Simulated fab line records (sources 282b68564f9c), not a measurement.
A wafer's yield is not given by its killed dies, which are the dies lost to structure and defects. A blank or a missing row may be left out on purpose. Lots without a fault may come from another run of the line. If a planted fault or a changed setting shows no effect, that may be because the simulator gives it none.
The tool behind it: which one? | flow ritCmos | 6 lots with 18 wafers sampled at 2 steps, on a route of 202 steps

## WHAT EACH GAUGE READ, for each wafer
RIT_PLDD_TW_MEAS_10.
lot  | measured    | on           | PLDD_TW
L168 | day 3 03:37 | filmMetro-04 | 2388 2381 2379
L170 | day 3 14:07 | filmMetro-02 | 2386 2378 2387
L172 | day 3 22:45 | filmMetro-04 | 2378 2375 2386
L174 | day 4 10:38 | filmMetro-02 | 2400 2403 2410
L178 | day 5 05:23 | filmMetro-02 | 30 30 30
L188 | day 7 05:11 | filmMetro-01 | 2319 2321 2337

## WHAT TOOL EACH LOT RAN ON (gives the tool, then ch and the chambers of the sampled wafers, and finally the start)
lot  | RIT_NLDD_STRIP_09
L168 | plasmaAsher-01 ch 0,1, day 3 02:00
L170 | plasmaAsher-03 ch 0, day 3 12:31
L172 | plasmaAsher-02 ch 0,1, day 3 21:02
L174 | plasmaAsher-01 ch 0,1, day 4 08:51
L178 | plasmaAsher-01 ch 0,1, day 5 03:42
L188 | plasmaAsher-03 ch 0,1, day 7 03:35
- RIT_NLDD_STRIP_09: strips in O2, time 180 s.

## THE ANSWER, worked out from the rows above alone
Rule: the usual values come from the lots themselves. The widest of any qualifying gaps counts: lots, ordered by their means at a reading, are off when they make up no more than a third of the lots, leave a main group of 4 or more, and stand apart from it by 3 or more times the standard deviation of that group's means. If all means in a main group match to the digits the tables above print for the reading, that group is not used. A lot without any number at a reading at which 4 lots or more have one is off too. All remaining lots with rows at the step are treated as sound.
Off: L178, seen at RIT_PLDD_TW_MEAS_10 (PLDD_TW). Mean 2375 and standard deviation 26 in the main group.
A tool fits if, at a process step before that reading, it ran every lot that is off, and no sound lot after the first of them. Those tools and the gauges at RIT_PLDD_TW_MEAS_10 are tried in the same way. This does not decide it: 2 tools fit, namely plasmaAsher-01 at RIT_NLDD_STRIP_09 and filmMetro-02 at RIT_PLDD_TW_MEAS_10.

## WHAT THE SIMULATOR HAD PUT IN
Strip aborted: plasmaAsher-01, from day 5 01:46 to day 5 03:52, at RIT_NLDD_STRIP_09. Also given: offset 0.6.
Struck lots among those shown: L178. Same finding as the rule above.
